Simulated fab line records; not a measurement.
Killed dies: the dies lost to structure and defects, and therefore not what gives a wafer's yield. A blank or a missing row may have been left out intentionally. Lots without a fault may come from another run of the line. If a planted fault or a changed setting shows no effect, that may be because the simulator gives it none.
Split-lot experiment | flow berkeley cmos170 | on a route of 331 steps: 5 lots, 23 wafers read

## THE SPLIT ITSELF
At UCB170_PSD_IMPLANT_08, the setting dose cm2 was moved away from the recipe's 3e+15 on 9 of the 23 wafers read, by -6.2% to -2.7%. For the rest of the wafers, this setting stayed at what the recipe calls for.

## FROM THE SPLIT TO THE READING: what the file shows between them, 10 steps
- UCB170_PSD_STRIP_09: strips in O2
- UCB170_PSD_TW_MEAS_10
- UCB170_NSD_PEB_04 (also split here: peb temp c)
- UCB170_NSD_DEVELOP_05: develop time 45 s
- UCB170_NSD_CD_MEAS_06: target cd 1200 nm
- UCB170_BACKSIDE_SOFTBAKE_02: time 60 s (also split here: time s)
- UCB170_BACKSIDE_STRIP_03: strips in O2
- UCB170_BACKSIDE_CLEAN_04: cleans in SPM, time 600 s
- UCB170_SDANNEAL_RTA_00: time 10 s
- UCB170_SDANNEAL_RTA_01: time 5 s

## THE READING
Measured at UCB170_SDANNEAL_RS_MEAS_02 by four-point probe: PSD_RS, in ohm/sq. On this fab line, fault-free wafers typically give 75.6 ohm/sq with a standard deviation of 0.32 ohm/sq.

wafer  | tool, chamber at the split | dose cm2 as run | against the recipe | PSD_RS, ohm/sq | against lot-mates on the recipe
L075.1 | implanter-03, 0            | 2.813e+15       | -6.2%              | 79.1           | +3.5
L075.2 | implanter-03, 0            | 2.813e+15       | -6.2%              | 78.9           | +3.4
L075.3 | implanter-03, 0            | 2.813e+15       | -6.2%              | 79.3           | +3.8
L075.4 | implanter-03, 0            | 3e+15           | recipe             | 75.6           | -
L075.6 | implanter-03, 0            | 3e+15           | recipe             | 75.5           | -
L080.2 | implanter-03, 0            | 3e+15           | recipe             | 75.8           | -
L080.3 | implanter-03, 0            | 3e+15           | recipe             | 75.8           | -
L080.4 | implanter-03, 0            | 3e+15           | recipe             | 75.8           | -
L080.5 | implanter-03, 0            | 3e+15           | recipe             | 75.7           | -
L080.6 | implanter-03, 0            | 3e+15           | recipe             | 75.9           | -
L078.1 | implanter-01, 0            | 3e+15           | recipe             | 75.6           | -
L078.2 | implanter-01, 0            | 3e+15           | recipe             | 76.0           | -
L078.3 | implanter-01, 0            | 2.919e+15       | -2.7%              | 76.9           | +1.1
L078.4 | implanter-01, 0            | 2.919e+15       | -2.7%              | 77.3           | +1.5
L078.6 | implanter-01, 0            | 2.919e+15       | -2.7%              | 77.3           | +1.5
L082.1 | implanter-03, 0            | 2.864e+15       | -4.5%              | 77.9           | +2.5
L082.2 | implanter-03, 0            | 2.864e+15       | -4.5%              | 78.0           | +2.6
L082.3 | implanter-03, 0            | 3e+15           | recipe             | 75.6           | -
L082.4 | implanter-03, 0            | 2.864e+15       | -4.5%              | 77.5           | +2.1
L082.6 | implanter-03, 0            | 3e+15           | recipe             | 75.2           | -
L081.1 | implanter-02, 0            | 3e+15           | recipe             | 75.9           | -
L081.2 | implanter-02, 0            | 3e+15           | recipe             | 75.8           | -
L081.3 | implanter-02, 0            | 3e+15           | recipe             | 75.6           | -

FIT RESULTS
A straight line over all 23 wafers: PSD_RS changes by -0.521 ohm/sq for each +1% of dose cm2; r = -0.98; the points scatter about the line by 0.23 ohm/sq.
The same after taking each lot's own level away (the mean of its wafers on the recipe; 23 wafers): -0.554 ohm/sq for each +1%; r = -0.99; scatter 0.18 ohm/sq.
According to that fit, moving dose cm2 by its largest amount changes the reading by 3.5 ohm/sq.
Across the lots, their own levels run from 75.40 to 75.80 ohm/sq, a range of 1.2 times the standard deviation given above.
The two slopes are in agreement: the lot-to-lot level therefore moves the slope only a little.
Check: +3.41 ohm/sq against its lot-mates is what the line predicts for one of the wafers moved furthest among these (-6.2%) when that wafer is left out of the fit. It came out at +3.55 ohm/sq against them.

## THESE WAFERS: OTHER SPLITS
These wafers also went through other splits before the reading. Each is held against what the fit with the lots' levels taken away leaves over:
other split on the same wafers     | wafers away from the commonest value | r with PSD_RS (lot level and that fit taken away)
UCB170_NSD_PEB_04 peb temp c       | 8                                    | +0.43
UCB170_BACKSIDE_SOFTBAKE_02 time s | 9                                    | -0.27

## THE WHOLE CHAIN: every reading that the file lists as answering this split, in the file's order
step                       | what it does                 | reading                  | change (the file's fit)              | r (the file's)
UCB170_PSD_STRIP_09        | strips in O2                 | strip time to endpoint s | withheld for each +1% of the setting | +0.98
UCB170_PSD_TW_MEAS_10      |                              | PSD_TW                   | +7.78 for each +1% of the setting    | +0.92
UCB170_SDANNEAL_RS_MEAS_02 | measures by four-point-probe | PSD_RS                   | -0.549 for each +1% of the setting   | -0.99

## FILE'S OWN FIT
PSD_RS changes by -0.549 ohm/sq for each +1% of dose cm2, r = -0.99.
